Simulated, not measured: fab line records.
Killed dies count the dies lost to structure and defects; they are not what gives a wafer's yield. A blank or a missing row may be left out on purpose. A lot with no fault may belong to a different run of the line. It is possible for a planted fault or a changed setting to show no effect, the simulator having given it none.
fab line records -- flow rit_cmos
record: lots: 14, wafers: 42, last_day: 7
route steps=202 shown ACTIVE@1 PRETRO@70 M1@202
lots that met no fault: taken from a fault-free run of the same line
start_h: start of the lot's first displayed wafer, in hours after the record's first day -- wait_h: how many hours have passed since the lot's step before this one -- " as in the row above -- L1.1+2: a row that stands for several wafers -- - no value, or no start given -- * or withheld: withheld -- < > ~ a bound
route shown NAME@n: a module of which the file shows steps, and the number in the route of the first -- usual: mean/standard deviation of fault-free wafers -- same: alike in all rows -- chamber/n: place in a boat -- sites: the reading at each site -- _std_site: the values' standard deviation -- _edge_site: outer sites' mean less inner sites' -- radius_mm: for every site, how far away it sits from the centre of the wafer -- mask NAME#n: copy n -- behind: the tool/chamber that last shaped the wafer -- hold: why the lot was held/for how many hours/how that ended -- device: the n, p or np transistor that did not switch -- end of line: the route-end tests of the same wafers -- a step given without rows: its recipe and nothing more -- killed: count of dies lost to structure and defects at first sort (not the wafer's yield) -- map: a wafer's dies, marking killed ones x, the rest . and places with no die _
set.NAME: setting as actually run; set.NAME@STEP: the setting as run at that earlier step -- model.NAME: the simulator's own value behind a step, which no gauge read
steps of the route over a sample of lots; a table a step, a row a wafer
services: a tool's chamber out of use, with start hour (start_h, from the record's first day; less than 0 if before it), hours out, and reason
== steps ==
step: RIT_ACTIVE_BOW_MEAS_00
recipe: mode: bow
usual: INCOMING_BOW: 0/5.7
lot.wafer,tool,chamber,start_h,wait_h,INCOMING_BOW[um]
L559.2,film_metro-03,-,15.02,-,-6
L559.4,film_metro-03,-,15.02,-,-4
L559.6,film_metro-03,-,15.02,-,-5
L560.1,film_metro-03,-,20.00,-,6
L560.3,film_metro-03,-,20.00,-,6
L560.5,film_metro-03,-,20.00,-,0
L561.1,film_metro-03,-,25.00,-,2
L561.2,film_metro-03,-,25.00,-,-7
L561.3,film_metro-03,-,25.00,-,4
L562.1,film_metro-01,-,30.00,-,-2
L562.3,film_metro-01,-,30.00,-,-2
L562.6,film_metro-01,-,30.00,-,1
L563.3,film_metro-04,-,35.04,-,2
L563.4,film_metro-04,-,35.04,-,9
L563.5,film_metro-04,-,35.04,-,-3
L564.2,film_metro-04,-,40.02,-,3
L564.4,film_metro-04,-,40.02,-,-7
L564.5,film_metro-04,-,40.02,-,3
L565.3,film_metro-01,-,45.04,-,2
L565.4,film_metro-01,-,45.04,-,-6
L565.6,film_metro-01,-,45.04,-,-2
L567.1,film_metro-04,-,55.00,-,-5
L567.4,film_metro-04,-,55.00,-,6
L567.5,film_metro-04,-,55.00,-,-4
L570.2,film_metro-04,-,70.02,-,6
L570.4,film_metro-04,-,70.02,-,-8
L570.6,film_metro-04,-,70.02,-,-2
L574.2,film_metro-03,-,90.02,-,1
L574.3,film_metro-03,-,90.02,-,4
L574.6,film_metro-03,-,90.02,-,4
L576.3,film_metro-01,-,100.04,-,-11
L576.4,film_metro-01,-,100.04,-,5
L576.6,film_metro-01,-,100.04,-,-6
L577.1,film_metro-04,-,105.00,-,-3
L577.2,film_metro-04,-,105.00,-,-2
L577.5,film_metro-04,-,105.00,-,-1
L578.1,film_metro-04,-,110.00,-,-6
L578.2,film_metro-04,-,110.00,-,3
L578.5,film_metro-04,-,110.00,-,-4
L580.4,film_metro-01,-,120.06,-,-11
L580.5,film_metro-01,-,120.06,-,12
L580.6,film_metro-01,-,120.06,-,-3
step: RIT_ACTIVE_OXIDATION_01
recipe: temp_c: 1000, ambient: O2, target_thk_a: 468, ox_time_s: 3360
usual: spike_tc_centre_C: 1001.7/1.6, spike_tc_load_C: 1024.6/2.3, spike_tc_source_C: 1025/3.5, tube_center_temp_C: 1000/0.089, tube_center_temp_C_max: 1002.6/0.44, zone_power_centre_pct: 45.9/0.53
lot.wafer,tool,chamber,start_h,wait_h,spike_tc_centre_C,spike_tc_load_C,spike_tc_source_C,tube_center_temp_C,tube_center_temp_C_max,zone_power_centre_pct
L559.2,furnace-01,0,17.10,2.1,1002.4,1022.8,1024,1000.1,1002.2,45.4
L559.4,furnace-01,0,17.10,2.1,1002.4,1022.8,1022,999.97,1001.8,45.8
L559.6,furnace-01,0,17.10,2.1,1002.6,1022.6,1023,999.92,1002.6,45.8
L560.1,furnace-04,0,20.47,0.4,999.5,1025.1,1029,999.97,1002.3,47.1
L560.3,furnace-04,0,20.47,0.4,1001.2,1022.4,1028,1000.1,1002.7,46.6
L560.5,furnace-04,0,20.47,0.4,999.6,1024.1,1028,1000,1002.7,46.4
L561.1,furnace-04,0,26.54,1.5,1000.5,1025.8,1029,1000.1,1003.8,46.5
L561.2,furnace-04,0,26.54,1.5,1000.7,1026.3,1029,1000.1,1002.4,46.1
L561.3,furnace-04,0,26.54,1.5,1000.0,1025.8,1028,1000,1002.7,46.3
L562.1,furnace-01,0,30.12,0.1,1003.6,1023.2,1022,1000,1002.9,45.2
L562.3,furnace-01,0,30.12,0.1,1003.3,1022.6,1024,999.89,1002.9,45.4
L562.6,furnace-01,0,30.12,0.1,1003.8,1024.5,1020,1000.1,1003.2,45.2
L563.3,furnace-04,0,36.86,1.8,998.3,1025.1,1029,999.81,1003.2,45.5
L563.4,furnace-04,0,36.86,1.8,999.6,1023.9,1029,1000.1,1003.0,46.6
L563.5,furnace-04,0,36.86,1.8,999.9,1025.5,1030,999.9,1002.5,46.4
L564.2,furnace-04,0,42.93,2.9,1000.6,1026.8,1031,1000.1,1003.4,46.4
L564.4,furnace-04,0,42.93,2.9,1001.3,1025.1,1028,999.96,1002.6,46.0
L564.5,furnace-04,0,42.93,2.9,1001.0,1025.3,1027,1000,1002.6,45.8
L565.3,furnace-04,0,51.28,6.2,1000.3,1024.0,1028,1000,1002.3,46.4
L565.4,furnace-04,0,51.28,6.2,1001.1,1025.8,1028,999.99,1003.1,46.1
L565.6,furnace-04,0,51.28,6.2,1001.2,1023.5,1028,999.97,1002.1,46.6
L567.1,furnace-04,0,58.29,3.3,1001.2,1025.8,1027,999.99,1002.1,46.4
L567.4,furnace-04,0,58.29,3.3,1001.6,1022.7,1030,999.93,1003.2,45.9
L567.5,furnace-04,0,58.29,3.3,1001.5,1025.4,1027,999.78,1002.7,45.5
L570.2,furnace-04,0,71.69,1.7,1001.3,1023.9,1028,1000,1002.3,46.6
L570.4,furnace-04,0,71.69,1.7,1000.9,1025.9,1028,1000.1,1002.9,46.1
L570.6,furnace-04,0,71.69,1.7,1000.3,1025.4,1029,1000,1002.9,46.5
L574.2,furnace-01,0,90.42,0.4,1028.8,1048.3,1048,1025.1,1027.3,47.2
L574.3,furnace-01,0,90.42,0.4,1027.8,1048.8,1046,1025,1027.4,46.7
L574.6,furnace-01,0,90.42,0.4,1028.6,1047.9,1045,1025,1027.5,46.7
L576.3,furnace-02,0,100.12,0.1,1001.1,1028.9,1028,999.96,1002.2,45.1
L576.4,furnace-02,0,100.12,0.1,1001.0,1029.8,1027,1000,1003.0,45.4
L576.6,furnace-02,0,100.12,0.1,1001.2,1029.0,1026,999.97,1003.3,46.3
L577.1,furnace-01,0,105.12,0.1,1027.6,1047.0,1047,1025.1,1027.3,47.3
L577.2,furnace-01,0,105.12,0.1,1027.9,1048.8,1045,1024.9,1027.3,47.5
L577.5,furnace-01,0,105.12,0.1,1027.4,1047.2,1046,1025.1,1027.4,46.3
L578.1,furnace-02,0,110.12,0.1,1002.0,1028.6,1028,999.9,1002.4,45.1
L578.2,furnace-02,0,110.12,0.1,999.9,1028.9,1024,1000,1002.3,46.0
L578.5,furnace-02,0,110.12,0.1,1000.7,1028.4,1026,999.91,1002.8,45.1
L580.4,furnace-02,0,120.12,0.0,1000.9,1029.3,1026,1000,1002.3,46.3
L580.5,furnace-02,0,120.12,0.0,1002.3,1025.7,1025,1000,1002.0,45.5
L580.6,furnace-02,0,120.12,0.0,1001.8,1028.1,1027,1000.2,1002.8,44.8
step: RIT_ACTIVE_THK_MEAS_02
recipe: reads: SiO2_of_ACTIVE_OXIDATION_01
usual: ACTIVE_OXIDE_THK: 46.5/0.8
lot.wafer,tool,chamber,start_h,wait_h,ACTIVE_OXIDE_THK[nm]
L559.2,film_metro-03,-,19.04,0.0,45.5
L559.4,film_metro-03,-,19.04,0.0,45.4
L559.6,film_metro-03,-,19.04,0.0,45.9
L560.1,film_metro-04,-,22.40,0.0,46.2
L560.3,film_metro-04,-,22.40,0.0,46.4
L560.5,film_metro-04,-,22.40,0.0,46.8
L561.1,film_metro-03,-,28.47,0.0,46.8
L561.2,film_metro-03,-,28.47,0.0,47.9
L561.3,film_metro-03,-,28.47,0.0,47.2
L562.1,film_metro-03,-,32.05,0.0,47.0
L562.3,film_metro-03,-,32.05,0.0,47.0
L562.6,film_metro-03,-,32.05,0.0,46.7
L563.3,film_metro-03,-,38.82,0.0,46.2
L563.4,film_metro-03,-,38.82,0.0,46.3
L563.5,film_metro-03,-,38.82,0.0,47.1
L564.2,film_metro-03,-,44.88,0.0,47.2
L564.4,film_metro-03,-,44.88,0.0,46.7
L564.5,film_metro-03,-,44.88,0.0,47.4
L565.3,film_metro-01,-,53.23,0.0,46.8
L565.4,film_metro-01,-,53.23,0.0,47.0
L565.6,film_metro-01,-,53.23,0.0,47.9
L567.1,film_metro-03,-,60.23,0.0,46.4
L567.4,film_metro-03,-,60.23,0.0,46.3
L567.5,film_metro-03,-,60.23,0.0,47.1
L570.2,film_metro-03,-,73.64,0.0,46.3
L570.4,film_metro-03,-,73.64,0.0,46.8
L570.6,film_metro-03,-,73.64,0.0,45.9
L574.2,film_metro-01,-,92.36,0.0,59.9
L574.3,film_metro-01,-,92.36,0.0,59.7
L574.6,film_metro-01,-,92.36,0.0,59.5
L576.3,film_metro-04,-,102.07,0.0,46.7
L576.4,film_metro-04,-,102.07,0.0,46.3
L576.6,film_metro-04,-,102.07,0.0,46.8
L577.1,film_metro-01,-,107.05,0.0,59.3
L577.2,film_metro-01,-,107.05,0.0,58.8
L577.5,film_metro-01,-,107.05,0.0,59.1
L578.1,film_metro-01,-,112.05,0.0,46.7
L578.2,film_metro-01,-,112.05,0.0,46.5
L578.5,film_metro-01,-,112.05,0.0,47.4
L580.4,film_metro-04,-,122.08,0.0,46.6
L580.5,film_metro-04,-,122.08,0.0,45.9
L580.6,film_metro-04,-,122.08,0.0,45.9
step: RIT_ACTIVE_STRIP_14
recipe: chemistry: O2, time_s: 180, resist: NOVOLAK, platen_temp_c: withheld, power_w: 500, pressure_mtorr: 4000, o2_flow_sccm: 4000
usual: drypump_motor_current_A: 5.9/0.32
lot.wafer,tool,chamber,start_h,wait_h,drypump_motor_current_A,rf_hours_counter_h
L559.2,plasma_asher-01,1,21.95,0.1,5.7,36
L559.4,plasma_asher-01,0,21.95,0.1,5.6,-
L559.6,plasma_asher-01,1,21.95,0.1,5.7,-
L560.1,plasma_asher-04,1,25.19,0.1,6.6,39
L560.3,plasma_asher-04,1,25.19,0.1,6.7,-
L560.5,plasma_asher-04,0,25.19,0.1,5.7,-
L561.1,plasma_asher-04,0,31.36,0.1,5.7,39
L561.2,plasma_asher-04,1,31.36,0.1,6.6,39
L561.3,plasma_asher-04,0,31.36,0.1,5.7,-
L562.1,plasma_asher-03,1,34.84,0.1,6.0,36
L562.3,plasma_asher-03,0,34.84,0.1,5.7,-
L562.6,plasma_asher-03,1,34.84,0.1,6.0,-
L563.3,plasma_asher-01,1,41.86,0.1,5.7,-
L563.4,plasma_asher-01,0,41.86,0.1,5.6,-
L563.5,plasma_asher-01,1,41.86,0.1,5.8,-
L564.2,plasma_asher-04,1,47.78,0.1,6.6,41
L564.4,plasma_asher-04,1,47.78,0.1,6.6,-
L564.5,plasma_asher-04,0,47.78,0.1,5.7,-
L565.3,plasma_asher-03,1,56.06,0.1,6.0,-
L565.4,plasma_asher-03,0,56.06,0.1,5.7,-
L565.6,plasma_asher-03,0,56.06,0.1,5.7,-
L567.1,plasma_asher-03,0,63.13,0.1,5.7,38
L567.4,plasma_asher-03,1,63.13,0.1,6.0,-
L567.5,plasma_asher-03,1,63.13,0.1,6.0,-
L570.2,plasma_asher-01,0,77.10,0.1,5.6,41
L570.4,plasma_asher-01,1,77.10,0.1,5.7,-
L570.6,plasma_asher-01,0,77.10,0.1,5.6,-
L574.2,plasma_asher-03,1,95.30,0.1,6.0,44
L574.3,plasma_asher-03,0,95.30,0.1,5.7,-
L574.6,plasma_asher-03,1,95.30,0.1,6.0,-
L576.3,plasma_asher-03,0,105.61,0.1,5.7,-
L576.4,plasma_asher-03,1,105.61,0.1,6.0,-
L576.6,plasma_asher-03,0,105.61,0.1,5.7,-
L577.1,plasma_asher-04,0,109.97,0.1,5.7,47
L577.2,plasma_asher-04,1,109.97,0.1,6.6,47
L577.5,plasma_asher-04,0,109.97,0.1,5.8,-
L578.1,plasma_asher-03,1,115.05,0.1,6.0,46
L578.2,plasma_asher-03,0,115.05,0.1,5.7,46
L578.5,plasma_asher-03,1,115.05,0.1,6.0,-
L580.4,plasma_asher-03,1,125.03,0.1,6.0,-
L580.5,plasma_asher-03,1,125.03,0.1,6.0,-
L580.6,plasma_asher-03,0,125.03,0.1,5.7,-
step: RIT_PRETRO_OVL_MEAS_06
usual: PRETRO_OVL: -0.8/1.3
lot.wafer,tool,chamber,start_h,wait_h,PRETRO_OVL[nm]
L560.1,overlay-02,-,43.75,-,-0.3
L560.3,overlay-02,-,43.75,-,-0.4
L560.5,overlay-02,-,43.75,-,-0.6
L559.2,overlay-01,-,44.00,-,0.5
L559.4,overlay-01,-,44.00,-,-1.0
L559.6,overlay-01,-,44.00,-,-0.6
L561.1,overlay-02,-,53.00,-,1.3
L561.2,overlay-02,-,53.00,-,0.9
L561.3,overlay-02,-,53.00,-,0.6
L562.1,overlay-02,-,61.09,-,2.2
L562.3,overlay-02,-,61.09,-,-0.2
L562.6,overlay-02,-,61.09,-,-1.1
L563.3,overlay-02,-,66.78,-,1.8
L563.4,overlay-02,-,66.78,-,-0.6
L563.5,overlay-02,-,66.78,-,0.4
L564.2,overlay-01,-,70.43,-,0.5
L564.4,overlay-01,-,70.43,-,0.3
L564.5,overlay-01,-,70.43,-,-0.6
L565.3,overlay-02,-,76.52,-,-2.6
L565.4,overlay-02,-,76.52,-,-2.5
L565.6,overlay-02,-,76.52,-,-2.5
L567.1,overlay-02,-,80.90,-,-0.1
L567.4,overlay-02,-,80.90,-,-1.0
L567.5,overlay-02,-,80.90,-,-1.6
L570.2,overlay-01,-,94.28,-,-2.3
L570.4,overlay-01,-,94.28,-,-4.4
L570.6,overlay-01,-,94.28,-,-2.4
L574.2,overlay-02,-,113.13,-,-0.7
L574.3,overlay-02,-,113.13,-,2.0
L574.6,overlay-02,-,113.13,-,2.5
L576.3,overlay-02,-,122.34,-,-1.8
L576.4,overlay-02,-,122.34,-,-1.5
L576.6,overlay-02,-,122.34,-,-1.8
L577.1,overlay-02,-,127.26,-,1.2
L577.2,overlay-02,-,127.26,-,-1.0
L577.5,overlay-02,-,127.26,-,0.0
L578.1,overlay-02,-,131.37,-,-1.5
L578.2,overlay-02,-,131.37,-,-0.6
L578.5,overlay-02,-,131.37,-,-1.3
L580.4,overlay-01,-,145.64,-,-0.9
L580.5,overlay-01,-,145.64,-,-0.5
L580.6,overlay-01,-,145.64,-,-1.8
step: RIT_M1_PROBE_99
usual: killed_at_front_end: 7/3.2, killed_dies: 7/3.2, killed_open: 3.6/2.1, killed_short: 3.5/2
same: gross_dies: 264, killed_at_M0_to_M3: 0, killed_at_M4_up: 0, killed_at_back_side: 0, killed_at_contacts: 0, killed_at_other: 0
lot.wafer,tool,chamber,start_h,wait_h,killed_at_front_end,killed_dies,killed_open,killed_short
L560.1,prober-02,-,80.35,0.1,7,7,4,3
L560.3,prober-02,-,80.45,0.2,5,5,1,4
L560.5,prober-02,-,80.55,0.2,5,5,4,1
L559.2,prober-01,-,80.79,0.1,9,9,5,4
L559.4,prober-01,-,80.89,0.2,8,8,4,4
L559.6,prober-01,-,80.99,0.2,9,9,7,2
L561.1,prober-02,-,86.58,0.1,2,2,0,2
L561.2,prober-02,-,86.63,0.1,9,9,4,5
L561.3,prober-02,-,86.68,0.2,5,5,4,1
L562.1,prober-01,-,89.23,0.1,7,7,3,4
L562.3,prober-01,-,89.33,0.2,6,6,3,3
L562.6,prober-01,-,89.48,0.2,10,10,3,7
L563.3,prober-02,-,97.14,0.2,13,13,8,5
L563.4,prober-02,-,97.19,0.2,8,8,4,4
L563.5,prober-02,-,97.24,0.2,3,3,0,3
L564.2,prober-01,-,98.62,0.1,6,6,3,3
L564.4,prober-01,-,98.72,0.2,10,10,3,7
L564.5,prober-01,-,98.77,0.2,6,6,2,4
L565.3,prober-01,-,103.93,0.2,7,7,2,5
L565.4,prober-01,-,103.98,0.2,4,4,1,2
L565.6,prober-01,-,104.08,0.2,6,6,5,1
L567.1,prober-02,-,109.44,0.1,6,6,4,2
L567.4,prober-02,-,109.59,0.2,5,5,2,3
L567.5,prober-02,-,109.64,0.2,4,4,2,2
L570.2,prober-01,-,121.42,0.1,11,11,2,9
L570.4,prober-01,-,121.52,0.2,5,5,4,1
L570.6,prober-01,-,121.62,0.2,3,3,2,1
L574.2,prober-01,-,139.81,0.1,9,9,5,4
L574.3,prober-01,-,139.86,0.2,9,9,3,6
L574.6,prober-01,-,140.01,0.2,4,4,4,0
L576.3,prober-01,-,149.37,0.2,9,9,6,3
L576.4,prober-01,-,149.42,0.2,10,10,6,4
L576.6,prober-01,-,149.52,0.2,7,7,3,4
L577.1,prober-02,-,152.58,0.1,11,11,3,8
L577.2,prober-02,-,152.63,0.1,7,7,1,6
L577.5,prober-02,-,152.78,0.2,14,14,6,8
L578.1,prober-01,-,161.44,0.1,5,5,1,4
L578.2,prober-01,-,161.49,0.1,12,12,5,7
L578.5,prober-01,-,161.64,0.2,9,9,5,4
L580.4,prober-01,-,174.38,0.2,5,5,3,2
L580.5,prober-01,-,174.43,0.2,5,5,0,5
L580.6,prober-01,-,174.48,0.2,7,7,5,2
killed by level:class
L560.1 FOX1:geometric_particle:open=3 FOX2:geometric_particle:short=1 REOX:geometric_particle:short=1 SILICIDE:geometric_particle:short=1 SILICIDE:geometric_particle:open=1
L560.3 FOX2:geometric_particle:short=1 REOX:geometric_particle:short=1 SPACER:geometric_particle:short=1 SILICIDE:geometric_particle:short=1 SILICIDE:geometric_particle:open=1
L560.5 FOX1:geometric_particle:open=1 GATE:geometric_particle:open=1 SPACER:geometric_particle:short=1 SPACER:geometric_particle:open=1 SILICIDE:geometric_particle:open=1
L559.2 GATE:geometric_particle:open=3 GATE:geometric_particle:short=2 FOX1:geometric_particle:short=1 FOX2:geometric_particle:open=1 REOX:geometric_particle:short=1 SPACER:geometric_particle:open=1
L559.4 GATE:geometric_particle:short=3 GATE:geometric_particle:open=3 REOX:geometric_particle:short=1 REOX:geometric_particle:open=1
L559.6 GATE:geometric_particle:open=5 SPACER:geometric_particle:open=2 GATE:geometric_particle:short=1 SPACER:geometric_particle:short=1
L561.1 SPACER:geometric_particle:short=1 SILICIDE:geometric_particle:short=1
L561.2 GATE:geometric_particle:open=3 REOX:geometric_particle:short=2 FOX1:geometric_particle:short=1 GATE:geometric_particle:short=1 SILICIDE:geometric_particle:open=1 SILICIDE:geometric_particle:short=1
L561.3 GATE:geometric_particle:open=2 GATE:geometric_particle:short=1 SPACER:geometric_particle:open=1 SILICIDE:geometric_particle:open=1
L562.1 REOX:geometric_particle:short=2 GATE:geometric_particle:short=1 GATE:geometric_particle:open=1 REOX:geometric_particle:open=1 SPACER:geometric_particle:short=1 SILICIDE:geometric_particle:open=1
L562.3 FOX1:geometric_particle:short=1 FOX2:geometric_particle:open=1 GATE:geometric_particle:open=1 GATE:geometric_particle:short=1 REOX:geometric_particle:short=1 SPACER:geometric_particle:open=1
L562.6 GATE:geometric_particle:short=5 FOX1:geometric_particle:open=1 FOX1:geometric_particle:short=1 GATE:geometric_particle:open=1 REOX:geometric_particle:open=1 SILICIDE:geometric_particle:short=1
L563.3 SILICIDE:geometric_particle:open=4 GATE:geometric_particle:open=2 FOX1:geometric_particle:short=1 FOX1:geometric_particle:open=1 FOX2:geometric_particle:short=1 GATE:geometric_particle:short=1 REOX:geometric_particle:short=1 SPACER:geometric_particle:short=1
L563.4 GATE:geometric_particle:short=2 REOX:geometric_particle:short=2 SPACER:geometric_particle:open=2 FOX1:geometric_particle:open=1 GATE:geometric_particle:open=1
L563.5 GATE:geometric_particle:short=3
L564.2 GATE:geometric_particle:open=2 FOX1:geometric_particle:short=1 GATE:geometric_particle:short=1 REOX:geometric_particle:short=1 REOX:geometric_particle:open=1
L564.4 GATE:geometric_particle:short=7 FOX2:geometric_particle:open=2 FOX1:geometric_particle:open=1
L564.5 FOX1:geometric_particle:short=1 FOX2:geometric_particle:short=1 GATE:geometric_particle:short=1 GATE:geometric_particle:open=1 SPACER:geometric_particle:open=1 SPACER:geometric_particle:short=1
L565.3 GATE:geometric_particle:short=3 SILICIDE:geometric_particle:short=2 GATE:geometric_particle:open=1 SILICIDE:geometric_particle:open=1
L565.4 FOX1:geometric_particle:short=1 SPACER:geometric_particle:open=1 SILICIDE:geometric_particle:short=1 NLDD:coat_microbubble_printed=1
L565.6 SPACER:geometric_particle:open=4 GATE:geometric_particle:open=1 SPACER:geometric_particle:short=1
L567.1 REOX:geometric_particle:open=2 SILICIDE:geometric_particle:short=2 FOX1:geometric_particle:open=1 SILICIDE:geometric_particle:open=1
L567.4 GATE:geometric_particle:short=2 FOX1:geometric_particle:open=1 FOX1:geometric_particle:short=1 GATE:geometric_particle:open=1
L567.5 FOX1:geometric_particle:short=1 GATE:geometric_particle:open=1 GATE:geometric_particle:short=1 REOX:geometric_particle:open=1
L570.2 GATE:geometric_particle:short=4 SPACER:geometric_particle:short=3 SPACER:geometric_particle:open=2 FOX2:geometric_particle:short=1 SILICIDE:geometric_particle:short=1
L570.4 SPACER:geometric_particle:open=3 GATE:geometric_particle:short=1 SILICIDE:geometric_particle:open=1
L570.6 ACTIVE:geometric_particle:short=1 FOX1:geometric_particle:open=1 REOX:geometric_particle:open=1
L574.2 GATE:geometric_particle:short=3 GATE:geometric_particle:open=2 FOX1:geometric_particle:open=1 REOX:geometric_particle:short=1 SPACER:geometric_particle:open=1 SILICIDE:geometric_particle:open=1
L574.3 FOX1:geometric_particle:short=2 GATE:geometric_particle:short=2 GATE:geometric_particle:open=1 REOX:geometric_particle:open=1 REOX:geometric_particle:short=1 SPACER:geometric_particle:short=1 SILICIDE:geometric_particle:open=1
L574.6 REOX:geometric_particle:open=2 SPACER:geometric_particle:open=2
L576.3 GATE:geometric_particle:open=2 REOX:geometric_particle:open=2 FOX1:geometric_particle:open=1 FOX2:geometric_particle:short=1 REOX:geometric_particle:short=1 SPACER:geometric_particle:short=1 SILICIDE:geometric_particle:open=1
L576.4 FOX2:geometric_particle:open=3 REOX:geometric_particle:short=3 FOX1:geometric_particle:short=1 GATE:geometric_particle:open=1 REOX:geometric_particle:open=1 SPACER:geometric_particle:open=1
L576.6 FOX1:geometric_particle:short=2 FOX1:geometric_particle:open=1 GATE:geometric_particle:open=1 REOX:geometric_particle:open=1 REOX:geometric_particle:short=1 SPACER:geometric_particle:short=1
L577.1 FOX1:geometric_particle:short=3 FOX2:geometric_particle:short=2 FOX1:geometric_particle:open=1 FOX2:geometric_particle:open=1 GATE:geometric_particle:short=1 GATE:geometric_particle:open=1 SPACER:geometric_particle:short=1 SILICIDE:geometric_particle:short=1
L577.2 FOX2:geometric_particle:short=2 GATE:geometric_particle:short=2 FOX1:geometric_particle:open=1 FOX1:geometric_particle:short=1 SPACER:geometric_particle:short=1
L577.5 GATE:geometric_particle:short=4 FOX2:geometric_particle:open=2 SILICIDE:geometric_particle:open=2 SILICIDE:geometric_particle:short=2 FOX1:geometric_particle:short=1 FOX1:geometric_particle:open=1 FOX2:geometric_particle:short=1 GATE:geometric_particle:open=1
L578.1 FOX2:geometric_particle:short=1 GATE:geometric_particle:short=1 GATE:geometric_particle:open=1 REOX:geometric_particle:short=1 SPACER:geometric_particle:short=1
L578.2 GATE:geometric_particle:short=5 FOX1:geometric_particle:short=2 SPACER:geometric_particle:open=2 FOX1:geometric_particle:open=1 GATE:geometric_particle:open=1 REOX:geometric_particle:open=1
L578.5 GATE:geometric_particle:short=2 FOX1:geometric_particle:open=1 GATE:geometric_particle:open=1 REOX:geometric_particle:open=1 REOX:geometric_particle:short=1 SPACER:geometric_particle:open=1 SILICIDE:geometric_particle:short=1 SILICIDE:geometric_particle:open=1
L580.4 FOX1:geometric_particle:open=1 FOX1:geometric_particle:short=1 FOX2:geometric_particle:open=1 GATE:geometric_particle:short=1 SILICIDE:geometric_particle:open=1
L580.5 SILICIDE:geometric_particle:short=3 GATE:geometric_particle:short=1 REOX:geometric_particle:short=1
L580.6 SPACER:geometric_particle:open=3 ACTIVE:geometric_particle:open=1 FOX1:geometric_particle:short=1 GATE:geometric_particle:open=1 SPACER:geometric_particle:short=1
== services ==
tool,chamber,start_h,hours,kind
furnace-01,-,20.35,3.6,pm
plasma_asher-03,-,43.92,2.2,repair
furnace-02,-,56.05,3.7,pm
plasma_asher-04,-,57.13,14.6,pm
furnace-02,-,67.56,3.1,pm
furnace-01,-,72.48,2.4,pm
plasma_asher-01,-,80.55,13.0,repair
plasma_asher-01,-,108.75,9.0,pm
plasma_asher-01,0,108.75,9.0,vent_cycle
plasma_asher-01,1,108.75,9.0,vent_cycle
plasma_asher-01,0,117.75,-,clean
plasma_asher-01,1,117.75,-,clean
== key ==
first_sign: step: RIT_ACTIVE_OXIDATION_01, reading: tube_center_temp_C, direction: up, sigmas: 99+, usual: *, struck: *
effect: step: RIT_ACTIVE_OXIDATION_01, reading: tube_center_temp_C_max, direction: up, sigmas: 57, usual: *, struck: *
effect: step: RIT_ACTIVE_THK_MEAS_02, reading: ACTIVE_OXIDE_THK, direction: up, sigmas: 16, usual: 46.5, struck: 59.4
met_at RIT_ACTIVE_OXIDATION_01
struck_lots L574,L577
tester_left_out L574,L577
not_acting_at RIT_ACTIVE_BOW_MEAS_00,RIT_ACTIVE_STRIP_14,RIT_PRETRO_OVL_MEAS_06
onset_between 30.12 90.42
fault: kind: process_parameter_drift, tool: furnace-01, chamber: -, onset_h: 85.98, steps: RIT_ACTIVE_OXIDATION_01, channel: temp_c, offset: *, shape: step, end_h: 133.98, acts_in: *, stated: *
tester_left_out: of these lots the tester's yield and bins aren't shown, on N5 and GAA mostly nor the transistor test; their killed dies are dies lost to structure and defects alone, not to doping, threshold or leakage, so they don't give the yield
